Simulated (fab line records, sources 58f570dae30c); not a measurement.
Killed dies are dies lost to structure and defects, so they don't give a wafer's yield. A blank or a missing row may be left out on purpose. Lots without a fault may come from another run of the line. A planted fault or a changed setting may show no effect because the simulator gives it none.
Split-lot experiment | flow berkeley_cmos170 | 5 lots, 23 wafers read, on a route of 331 steps

THE SPLIT
At UCB170_NSD_IMPLANT_08, the setting dose_cm2 was moved away from the recipe's 3e+15 on 7 of the 23 wafers read, by -5.7% to +6.3%. The other wafers ran this setting at the recipe's value.

FROM THE SPLIT TO THE READING: what the file shows between them, 5 steps
- UCB170_NSD_STRIP_09: strips in O2
- UCB170_BACKSIDE_STRIP_03: strips in O2 (also split here: power_w)
- UCB170_BACKSIDE_CLEAN_04: cleans in SPM, time 600 s
- UCB170_SDANNEAL_RTA_00: time 10 s
- UCB170_SDANNEAL_RTA_01: time 5 s

THE READING
NSD_RS, in ohm/sq, at UCB170_SDANNEAL_RS_MEAS_03 (measures by four-point-probe). Fault-free wafers of this fab line usually give 37.26 ohm/sq, standard deviation 0.084 ohm/sq.

wafer  | tool, chamber at the split | dose_cm2 as run | against the recipe | NSD_RS, ohm/sq | against lot-mates on the recipe
L074.1 | implanter-04, 0            | 3e+15           | recipe             | 37.37          | -
L074.2 | implanter-04, 0            | 2.903e+15       | -3.2%              | 37.90          | +0.61
L074.3 | implanter-04, 0            | 3e+15           | recipe             | 37.25          | -
L074.4 | implanter-04, 0            | 2.903e+15       | -3.2%              | 37.91          | +0.62
L074.5 | implanter-04, 0            | 3e+15           | recipe             | 37.25          | -
L078.2 | implanter-04, 0            | 3e+15           | recipe             | 37.17          | -
L078.3 | implanter-04, 0            | 3e+15           | recipe             | 37.15          | -
L078.4 | implanter-04, 0            | 3e+15           | recipe             | 37.20          | -
L078.5 | implanter-04, 0            | 3e+15           | recipe             | 37.34          | -
L078.6 | implanter-04, 0            | 3e+15           | recipe             | 37.29          | -
L082.1 | implanter-02, 0            | 3e+15           | recipe             | 37.30          | -
L082.2 | implanter-02, 0            | 2.829e+15       | -5.7%              | 38.33          | +1.08
L082.3 | implanter-02, 0            | 2.829e+15       | -5.7%              | 38.29          | +1.04
L082.5 | implanter-02, 0            | 2.829e+15       | -5.7%              | 38.34          | +1.09
L082.6 | implanter-02, 0            | 3e+15           | recipe             | 37.21          | -
L083.1 | implanter-04, 0            | 3.189e+15       | +6.3%              | 36.16          | -1.04
L083.2 | implanter-04, 0            | 3e+15           | recipe             | 37.14          | -
L083.4 | implanter-04, 0            | 3e+15           | recipe             | 37.25          | -
L083.5 | implanter-04, 0            | 3.189e+15       | +6.3%              | 36.21          | -0.99
L083.6 | implanter-04, 0            | 3e+15           | recipe             | 37.20          | -
L084.2 | implanter-02, 0            | 3e+15           | recipe             | 37.19          | -
L084.4 | implanter-02, 0            | 3e+15           | recipe             | 37.23          | -
L084.5 | implanter-02, 0            | 3e+15           | recipe             | 37.20          | -

THE FIT
A straight line over all 23 wafers: NSD_RS changes by -0.181 ohm/sq for each +1% of dose_cm2; r = -0.99; the points scatter about the line by 0.067 ohm/sq.
The same after taking each lot's own level away (the mean of its wafers on the recipe; 23 wafers): -0.176 ohm/sq for each +1%; r = -0.99; scatter 0.06 ohm/sq.
On that fit, the largest move of dose_cm2 shifts the reading by 1.1 ohm/sq.
The lots' own levels span 37.197 to 37.290 ohm/sq, that is 1.1 times the standard deviation above.
So the lot-to-lot level changes the slope little: the two slopes agree.
Check: with one of the wafers moved furthest among these (+6.3%) left out of the fit, the line predicts -1.1 ohm/sq for it against its lot-mates. It came out at -1.04 ohm/sq against them.

OTHER SPLITS ON THESE WAFERS
These wafers also went through other splits before the reading. Each is held against what the fit with the lots' levels taken away leaves over:
other split on the same wafers    | wafers away from the commonest value | r with NSD_RS (lot level and that fit taken away)
UCB170_ACTIVE_CVD_05 temp_c       | 5                                    | +0.17
UCB170_PVT_COAT_01 resist_thk_nm  | 9                                    | +0.19
UCB170_PVT_DEVELOP_05 dev_temp_c  | 5                                    | -0.10
UCB170_NLDD_COAT_01 spin_rpm      | 8                                    | +0.17
UCB170_NLDD_IMPLANT_09 energy_kev | 8                                    | -0.07
UCB170_PSD_PEB_04 peb_temp_c      | 6                                    | +0.22
UCB170_PSD_IMPLANT_08 energy_kev  | 5                                    | -0.10
UCB170_BACKSIDE_STRIP_03 power_w  | 7                                    | -0.08

THE WHOLE CHAIN: every reading that the file lists as answering this split, in the file's order
step                       | what it does                 | reading                  | change (the file's fit)              | r (the file's)
UCB170_NSD_STRIP_09        | strips in O2                 | strip_time_to_endpoint_s | withheld for each +1% of the setting | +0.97
UCB170_SDANNEAL_RS_MEAS_03 | measures by four-point-probe | NSD_RS                   | -0.175 for each +1% of the setting   | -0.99

THE FILE'S OWN FIT
NSD_RS changes by -0.175 ohm/sq for each +1% of dose_cm2, r = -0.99.
